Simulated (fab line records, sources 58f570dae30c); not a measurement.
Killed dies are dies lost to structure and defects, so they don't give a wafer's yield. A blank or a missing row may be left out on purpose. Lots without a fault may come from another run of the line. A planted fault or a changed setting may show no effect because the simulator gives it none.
Split-lot experiment | flow berkeley_cmos170 | 5 lots, 23 wafers read, on a route of 331 steps

THE SPLIT
At UCB170_V1_PEB_10, the setting peb_temp_c was moved away from the recipe's 130 C on 7 of the 23 wafers read, by -2.1% to -1.7%. The other wafers ran this setting at the recipe's value.

FROM THE SPLIT TO THE READING: what the file shows between them, 4 steps
- UCB170_V1_DEVELOP_11: develop time 45 s
- UCB170_V1_CD_MEAS_12: target cd 700 nm
- UCB170_V1_ETCH_14: etches SiO2 in CHF3/CF4/Ar, stops on Al, target depth 1250 nm, time 291 s
- UCB170_V1_STRIP_15: strips in O2

THE READING
cd_nm, in nm, at UCB170_V1_CD_MEAS_90 (target cd 700 nm). Fault-free wafers of this fab line usually give 699.5 nm, standard deviation 1.5 nm.

wafer  | tool, chamber at the split | peb_temp_c as run, C | against the recipe | cd_nm, nm | against lot-mates on the recipe
L078.2 | litho_track-04, 0          | 127.4                | -2.0%              | 680.2     | -19.5
L078.3 | litho_track-04, 0          | 127.4                | -2.0%              | 679.3     | -20.4
L078.4 | litho_track-04, 0          | 130                  | recipe             | 699.7     | -
L078.5 | litho_track-04, 0          | 127.4                | -2.0%              | 678.5     | -21.2
L078.6 | litho_track-04, 0          | 130                  | recipe             | 699.6     | -
L076.1 | litho_track-04, 0          | 130                  | recipe             | 697.2     | -
L076.3 | litho_track-04, 0          | 127.8                | -1.7%              | 683.5     | -14.3
L076.4 | litho_track-04, 0          | 130                  | recipe             | 699.4     | -
L076.5 | litho_track-04, 0          | 130                  | recipe             | 696.9     | -
L076.6 | litho_track-04, 0          | 127.8                | -1.7%              | 682.9     | -14.9
L081.1 | litho_track-02, 0          | 130                  | recipe             | 698.5     | -
L081.4 | litho_track-02, 0          | 130                  | recipe             | 699.6     | -
L081.6 | litho_track-02, 0          | 130                  | recipe             | 699.9     | -
L082.2 | litho_track-04, 0          | 130                  | recipe             | 699.1     | -
L082.3 | litho_track-04, 0          | 130                  | recipe             | 701.0     | -
L082.4 | litho_track-04, 0          | 130                  | recipe             | 699.6     | -
L082.5 | litho_track-04, 0          | 130                  | recipe             | 701.4     | -
L082.6 | litho_track-04, 0          | 130                  | recipe             | 700.5     | -
L085.1 | litho_track-03, 0          | 130                  | recipe             | 698.4     | -
L085.2 | litho_track-03, 0          | 130                  | recipe             | 696.9     | -
L085.3 | litho_track-03, 0          | 130                  | recipe             | 700.0     | -
L085.4 | litho_track-03, 0          | 127.3                | -2.1%              | 677.9     | -20.5
L085.5 | litho_track-03, 0          | 127.3                | -2.1%              | 677.7     | -20.7

THE FIT
A straight line over all 23 wafers: cd_nm changes by +9.98 nm for each +1% of peb_temp_c; r = +0.99; the points scatter about the line by 1.2 nm.
The same after taking each lot's own level away (the mean of its wafers on the recipe; 23 wafers): +9.78 nm for each +1%; r = +0.99; scatter 1.1 nm.
On that fit, the largest move of peb_temp_c shifts the reading by 20 nm.
The lots' own levels span 697.83 to 700.32 nm, that is 1.7 times the standard deviation above.
So the lot-to-lot level changes the slope little: the two slopes agree.
Check: with one of the wafers moved furthest among these (-2.1%) left out of the fit, the line predicts -20.2 nm for it against its lot-mates. It came out at -20.5 nm against them.

THE WHOLE CHAIN: every reading that the file lists as answering this split, in the file's order
step                 | what it does                                                              | reading                                                   | change (the file's fit)              | r (the file's)
UCB170_V1_CD_MEAS_12 | target cd 700 nm                                                          | cd_nm                                                     | +9.69 nm for each +1% of the setting | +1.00
UCB170_V1_ETCH_14    | etches SiO2 in CHF3/CF4/Ar, stops on Al, target depth 1250 nm, time 291 s | V1.cd_nm (the simulator's own value, which no gauge read) | +9.68 nm for each +1% of the setting | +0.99
UCB170_V1_CD_MEAS_90 | target cd 700 nm                                                          | cd_nm                                                     | +9.68 nm for each +1% of the setting | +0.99

THE FILE'S OWN FIT
cd_nm changes by +9.68 nm for each +1% of peb_temp_c, r = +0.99.
